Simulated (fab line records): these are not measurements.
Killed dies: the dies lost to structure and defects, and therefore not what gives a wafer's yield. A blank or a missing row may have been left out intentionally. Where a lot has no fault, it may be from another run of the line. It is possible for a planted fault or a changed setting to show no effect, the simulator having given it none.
Which tool did it?	flow berkeleyCmos170	13 lots, 39 wafers sampled, at 4 steps of a route of 331

== WHAT THE GAUGES SHOWED, per wafer ==
UCB170_V2_OVL_MEAS_13. Usual: V2_OVL typically reads 1 nm, with standard deviation 6.1.
lot	measured	on	V2_OVL (nm)	flag
L957	day 9 00:26	overlay-02	5 -1 7	
L958	day 9 08:08	overlay-02	-3 1 -10	
L963	day 9 18:50	overlay-02	-8 -6 2	
L960	day 9 19:20	overlay-02	-2 -8 10	
L961	day 9 19:35	overlay-01	4 10 6	
L965	day 10 22:28	overlay-01	10 9 7	
L967	day 11 11:16	overlay-01	3 7 11	
L969	day 11 12:18	overlay-02	-9 -3 -6	
L966	day 11 13:47	overlay-02	-3 -2 0	
L971	day 11 15:10	overlay-02	-4 1 -4	
L977	day 12 19:25	overlay-02	9 6 7	
L974	day 12 19:30	overlay-01	4 0 -4	
L978	day 13 09:45	overlay-01	12 5 10	

UCB170_M3_OVL_MEAS_16. Usual: M3_OVL typically reads 5 nm, with standard deviation 6.6.
lot	measured	on	M3_OVL (nm)	flag
L957	day 9 03:58	overlay-01	16 17 18	
L958	day 9 10:35	overlay-02	4 -6 -1	
L963	day 9 21:37	overlay-02	6 8 7	
L960	day 9 22:47	overlay-02	10 12 6	
L961	day 9 22:53	overlay-01	10 11 7	
L965	day 11 01:43	overlay-01	3 12 7	
L967	day 11 15:08	overlay-01	3 6 9	
L969	day 11 15:23	overlay-01	-2 -1 5	
L966	day 11 17:49	overlay-01	7 3 7	
L971	day 11 18:25	overlay-02	2 10 9	
L977	day 12 22:55	overlay-02	2 -1 4	
L974	day 12 23:10	overlay-02	9 9 9	
L978	day 13 12:19	overlay-02	-1 5 2	

== TOOL THAT RAN EACH LOT (tool first, then ch and the chambers of the sampled wafers, then the start) ==
lot	UCB170_CONTACT_STRIP_19	UCB170_M1_METAL_ETCH_12
L957	plasmaAsher-02 ch 0,1, day 8 13:11	rieMetal-03 ch 0,1, day 8 14:53
L958	plasmaAsher-03 ch 0,1, day 8 18:38	rieMetal-01 ch 0, day 8 20:44
L963	plasmaAsher-02 ch 0,1, day 9 03:42	rieMetal-03 ch 0,1, day 9 05:34
L960	plasmaAsher-04 ch 0,1, day 9 03:58	rieMetal-02 ch 0,1, day 9 05:49
L961	plasmaAsher-02 ch 0,1, day 9 04:52	rieMetal-03 ch 0,1, day 9 07:01
L965	plasmaAsher-03 ch 0,1, day 10 11:31	rieMetal-03 ch 0, day 10 13:37
L967	plasmaAsher-04 ch 1, day 10 19:49	rieMetal-02 ch 0,1, day 10 22:08
L969	plasmaAsher-04 ch 0,1, day 10 21:44	rieMetal-01 ch 0,1, day 10 23:33
L966	plasmaAsher-04 ch 0,1, day 10 22:02	rieMetal-02 ch 0,1, day 11 00:14
L971	plasmaAsher-04 ch 0,1, day 10 23:20	rieMetal-01 ch 0,1, day 11 01:26
L977	plasmaAsher-02 ch 1, day 12 04:47	rieMetal-03 ch 0,1, day 12 06:54
L974	plasmaAsher-03 ch 0,1, day 12 04:58	rieMetal-02 ch 1, day 12 07:28
L978	plasmaAsher-03 ch 0,1, day 12 17:27	rieMetal-02 ch 1, day 12 20:17
- UCB170_CONTACT_STRIP_19: strips in O2.
- UCB170_M1_METAL_ETCH_12: etches Al in Cl2/BCl3, stops on PSG, target depth 780 nm, time 130 s.

== WHAT THE TOOLS THEMSELVES READ (means of the sampled wafers that have a number; where no wafer has one, the mark that the record gives instead) ==
UCB170_CONTACT_STRIP_19. Usual: chamberPressureMTorr 3500 mTorr, standard deviation 3.2; drypumpMotorCurrentA 5.9 A, standard deviation 0.34; o2FlowSccm 400.0 sccm, standard deviation 1.2; oesProductAu 0.725 a.u., standard deviation 0.0046.
lot	tool	chamberPressureMTorr (mTorr)	drypumpMotorCurrentA (A)	o2FlowSccm (sccm)	oesProductAu (a.u.)	flag
L957	plasmaAsher-02	3498	5.8	399.6	0.725	
L958	plasmaAsher-03	3497	5.8	400.0	0.727	
L963	plasmaAsher-02	3495	6.1	401.5	0.723	
L960	plasmaAsher-04	3501	5.9	399.5	0.723	
L961	plasmaAsher-02	3500	6.1	401.2	0.722	
L965	plasmaAsher-03	3501	5.8	400.8	0.722	
L967	plasmaAsher-04	3495	6.3	399.4	0.727	
L969	plasmaAsher-04	3500	5.9	399.0	0.723	
L966	plasmaAsher-04	3500	6.1	401.4	0.724	
L971	plasmaAsher-04	3500	6.1	399.3	0.732	
L977	plasmaAsher-02	3501	5.5	399.7	0.726	
L974	plasmaAsher-03	3500	5.8	398.5	0.722	
L978	plasmaAsher-03	3501	5.7	400.6	0.729	

UCB170_M1_METAL_ETCH_12. Usual: chamberPressureMTorr 12.001 mTorr, standard deviation 0.011; drypumpMotorCurrentA 5.9 A, standard deviation 0.31; oesProductAu 0.853 a.u., standard deviation 0.012; throttleValvePct 24.18 %, standard deviation 0.17.
lot	tool	chamberPressureMTorr (mTorr)	drypumpMotorCurrentA (A)	oesProductAu (a.u.)	throttleValvePct (%)	flag
L957	rieMetal-03	11.989	5.7	0.837	24.15	
L958	rieMetal-01	12.007	6.0	0.875	24.28	
L963	rieMetal-03	12.003	5.7	0.844	24.15	
L960	rieMetal-02	12.006	5.9	0.856	24.05	
L961	rieMetal-03	12.006	5.7	0.851	24.17	
L965	rieMetal-03	11.991	5.8	0.841	24.18	
L967	rieMetal-02	11.988	5.9	0.857	24.05	
L969	rieMetal-01	12.005	6.0	0.853	24.39	
L966	rieMetal-02	12.004	5.9	0.860	24.05	
L971	rieMetal-01	12.008	6.0	0.859	24.38	
L977	rieMetal-03	12.005	5.7	0.845	24.18	
L974	rieMetal-02	11.994	6.3	0.858	24.12	
L978	rieMetal-02	12.002	6.3	0.850	24.13	

== THE ANSWER, worked out from the rows above alone ==
Rule: lot off if the mean of its wafers having a number is beyond 3 standard deviations from the usual mean. Also off: a lot with no number at a reading for which 4 or more lots have one. Any other lot the step has rows for is counted as sound. Order of review: gauges by route order, followed by the tools' own readings, for which a lot's mean as printed above is used. The first step at which some lot is off is used, and at that step the reading that is off furthest; a lot without a number counts as furthest.
Nothing can be told from this: no lot is off at any reading shown.

== WHAT THE SIMULATOR HAD INSERTED ==
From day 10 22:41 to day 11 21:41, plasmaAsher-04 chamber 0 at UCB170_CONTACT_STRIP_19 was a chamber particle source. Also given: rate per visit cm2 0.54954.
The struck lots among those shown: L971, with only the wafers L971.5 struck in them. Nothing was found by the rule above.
